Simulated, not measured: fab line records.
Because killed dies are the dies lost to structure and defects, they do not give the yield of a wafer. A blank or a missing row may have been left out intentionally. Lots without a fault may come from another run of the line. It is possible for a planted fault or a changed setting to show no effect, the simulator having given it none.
Split-lot experiment	flow ritCmos	23 wafers read from 5 lots, route of 202 steps

== THE SPLIT ITSELF ==
At RIT_M1_SPUTTER_00 (material Al, target thk 400 nm, time 500 s), the setting chamberPressurePa was moved away from the recipe's 0.4 Pa on 10 of the 23 wafers read, by -14.2% to +12.5%. This setting was run at the recipe's value on the other wafers.

The reading comes from the split's own step.

== THE READING ==
Al_of_M1_SPUTTER_00.thkNm (the simulator's own value, which no gauge read), in nm, at RIT_M1_SPUTTER_00 (material Al, target thk 400 nm, time 500 s). No usual value for it is given in the file. The 13 wafers here that ran the recipe average 397.1 nm, standard deviation 2.6 nm.

wafer	tool, chamber at the split	chamberPressurePa as run, Pa	against the recipe	Al_of_M1_SPUTTER_00.thkNm, nm	against lot-mates on the recipe
L074.1	pvdSputter-02, -	0.4	recipe	395.4	-
L074.2	pvdSputter-02, -	0.4	recipe	397.3	-
L074.4	pvdSputter-02, -	0.4	recipe	398	-
L074.5	pvdSputter-02, -	0.4	recipe	392.4	-
L074.6	pvdSputter-02, -	0.4	recipe	392.8	-
L078.1	pvdSputter-03, -	0.4	recipe	396.2	-
L078.2	pvdSputter-03, -	0.4	recipe	398	-
L078.3	pvdSputter-03, -	0.4	recipe	400.7	-
L078.5	pvdSputter-03, -	0.4	recipe	401.4	-
L078.6	pvdSputter-03, -	0.4	recipe	399.5	-
L080.1	pvdSputter-01, -	0.45	+12.5%	395.5	no lot-mate on the recipe
L080.2	pvdSputter-01, -	0.45	+12.5%	387.3	no lot-mate on the recipe
L080.3	pvdSputter-01, -	0.45	+12.5%	390.1	no lot-mate on the recipe
L080.5	pvdSputter-01, -	0.45	+12.5%	393.1	no lot-mate on the recipe
L080.6	pvdSputter-01, -	0.45	+12.5%	392.7	no lot-mate on the recipe
L081.3	pvdSputter-02, -	0.4	recipe	398.7	-
L081.4	pvdSputter-02, -	0.4	recipe	395.1	-
L081.6	pvdSputter-02, -	0.4	recipe	397	-
L083.1	pvdSputter-03, -	0.3434	-14.2%	412.9	no lot-mate on the recipe
L083.2	pvdSputter-03, -	0.3434	-14.2%	413.3	no lot-mate on the recipe
L083.3	pvdSputter-03, -	0.3434	-14.2%	416.4	no lot-mate on the recipe
L083.5	pvdSputter-03, -	0.3434	-14.2%	415.4	no lot-mate on the recipe
L083.6	pvdSputter-03, -	0.3434	-14.2%	417.2	no lot-mate on the recipe

FIT RESULTS
A straight line over all 23 wafers: Al_of_M1_SPUTTER_00.thkNm changes by -0.889 nm for each +1% of chamberPressurePa; r = -0.90; the points scatter about the line by 3.9 nm.
Too few moved wafers with a lot-mate on the recipe to fit a line net of each lot's own level.

== FILE'S OWN FIT ==
Al_of_M1_SPUTTER_00.thkNm changes by -0.89 nm for each +1% of chamberPressurePa, r = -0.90.
